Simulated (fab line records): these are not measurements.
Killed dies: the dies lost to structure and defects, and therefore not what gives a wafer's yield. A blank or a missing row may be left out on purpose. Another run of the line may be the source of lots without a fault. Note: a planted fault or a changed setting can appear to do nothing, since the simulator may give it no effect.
Matching of chambers -- flow berkeleyCmos170 -- UCB170_GATE_ETCH_15 on rieSi-01: 4 sister chambers
The step etches poly-Si in HBr/Cl2, stops on SiO2, time 56.3 s, target depth 278.2 nm. 4 wafers are shown with their chamber, then 7 later ones without.

## EACH WAFER AND ITS CHAMBER
wafer,chamber,drypumpMotorCurrentA (A)
L598.6,2,5.30
L602.3,1,5.63
L608.2,0,5.76
L608.4,3,5.12

## WAFERS WITH NO CHAMBER GIVEN
wafer,drypumpMotorCurrentA (A)
L608.6,5.30
L614.2,5.28
L614.4,5.73
L614.5,5.61
L615.3,5.28
L615.5,5.28
L615.6,5.10

## CHAMBER TAKEN BY EACH
wafer,from the rows above,in truth
L608.6,2,2
L614.2,2,2
L614.4,0,0
L614.5,1,1
L615.3,2,2
L615.5,2,2
L615.6,3,3
7 of 7 placed correctly. Can't be placed from these rows: 0. Placed wrongly: 0.
How it was worked out, from the rows above alone: a wafer's distance from a chamber is the root of the sum, over the readings, of the square of ((its reading less the chamber's mean) divided by the reading's scatter). The wafer belongs to the nearest chamber; if the next one is less than 2 further off, it can't be placed. Each chamber's mean is taken over the wafers shown for it. The scatter: root of mean squared gap, hidden wafer to nearest shown wafer, with one shown wafer a chamber.
